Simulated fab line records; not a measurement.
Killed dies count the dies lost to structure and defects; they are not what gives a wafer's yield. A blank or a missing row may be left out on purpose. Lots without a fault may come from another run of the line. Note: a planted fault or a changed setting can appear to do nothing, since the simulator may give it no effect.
Check for tools in common	flow ritCmos	42 wafers sampled across 14 lots

THE REASON FOR OPENING IT
At RIT_SPACER_THK_MEAS_04 the reading SPACER_NITRIDE_THK is flagged on 2 of 14 lots. Fault-free wafers read 248.3 nm, with a standard deviation of 2.
Rule: a lot is flagged when every wafer of it that has a number lies more than 4 standard deviations from that mean, or none has a number. The rest of the lots are taken to be sound.

lot	measured	on	SPACER_NITRIDE_THK (nm), wafer by wafer	flag
L908	day 3 04:46	filmMetro-04	249.8 249.4 250.6	
L910	day 3 12:27	filmMetro-02	246.1 246.6 245.7	
L913	day 4 04:18	filmMetro-01	248.9 247.4 250.5	
L914	day 4 08:23	filmMetro-04	244.9 247.0 245.7	
L915	day 4 13:07	filmMetro-01	248.3 250.0 248.3	
L916	day 4 19:19	filmMetro-02	246.8 250.0 248.0	
L917	day 4 23:42	filmMetro-02	247.1 248.9 248.5	
L918	day 5 05:40	filmMetro-04	251.0 249.2 251.7	
L919	day 5 10:56	filmMetro-01	248.9 246.5 247.2	
L920	day 5 15:17	filmMetro-01	351.4 348.7 349.8	FLAGGED
L924	day 6 11:38	filmMetro-01	342.7 341.6 342.7	FLAGGED
L925	day 6 17:06	filmMetro-01	246.6 245.9 247.0	
L928	day 7 06:27	filmMetro-01	246.8 247.7 247.5	
L929	day 7 12:11	filmMetro-02	249.3 249.4 249.4	
The mean of the flagged lots' numbers is 346.1 nm, +97.8 nm from the usual (+49 standard deviations).

TOOL THAT RAN EACH LOT
The record holds 1 process step before the reading, out of a route of 202 steps. In each cell: the tool, then ch and the chambers that the sampled wafers went through, then the start.
lot	flag	RIT_SPACER_CVD_03
L908		lpcvd-01 ch 0, day 3 02:50
L910		lpcvd-02 ch 0, day 3 10:32
L913		lpcvd-02 ch 0, day 4 02:23
L914		lpcvd-02 ch 0, day 4 06:28
L915		lpcvd-02 ch 1, day 4 11:11
L916		lpcvd-01 ch 0, day 4 17:22
L917		lpcvd-02 ch 1, day 4 21:47
L918		lpcvd-01 ch 0, day 5 03:45
L919		lpcvd-01 ch 1, day 5 08:59
L920	FLAGGED	lpcvd-01 ch 0, day 5 13:21
L924	FLAGGED	lpcvd-01 ch 1, day 6 09:42
L925		lpcvd-02 ch 1, day 6 15:10
L928		lpcvd-02 ch 1, day 7 04:32
L929		lpcvd-02 ch 0, day 7 10:16
These steps, and what they do:
- RIT_SPACER_CVD_03: deposits Si3N4 from SiH2Cl2/NH3, target thk 250 nm, time 3300 s.
- RIT_SPACER_THK_MEAS_04

FLAGGED OVER TOTAL, TOOL BY TOOL (the gauges that took the reading come last)
step	tool	lots run	flagged	share of the flagged lots	sound lots run after its first flagged lot
RIT_SPACER_CVD_03	lpcvd-01	6	2	all	0
RIT_SPACER_CVD_03	lpcvd-02	8	0	none	-
RIT_SPACER_THK_MEAS_04	filmMetro-01	7	2	all	2 (L925,L928)
RIT_SPACER_THK_MEAS_04	filmMetro-02	4	0	none	-
RIT_SPACER_THK_MEAS_04	filmMetro-04	3	0	none	-

WHAT THE TABLE ALLOWS
Rows of the table that ran all the flagged lots, 2 in number: lpcvd-01 at RIT_SPACER_CVD_03; filmMetro-01 at RIT_SPACER_THK_MEAS_04.
- lpcvd-01 at RIT_SPACER_CVD_03: 2 of its 6 lots flagged. It ran its last sound lot, L919, at day 5 08:59 and its first flagged lot, L920, at day 5 13:21: a fault with its onset between the two fits.
- filmMetro-01 at RIT_SPACER_THK_MEAS_04: 2 of its 7 lots flagged. Sound lots followed the first flagged one (L925, L928) on it, something a lasting fault affecting the whole tool could not allow.
One tool is left: lpcvd-01 at RIT_SPACER_CVD_03.

WHAT THE SIMULATOR HAD INSERTED
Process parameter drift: lpcvd-01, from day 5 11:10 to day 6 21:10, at RIT_SPACER_CVD_03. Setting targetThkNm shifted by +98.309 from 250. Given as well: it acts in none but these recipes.
Lots struck among those shown: L920, L924. The same result came from the rule above.
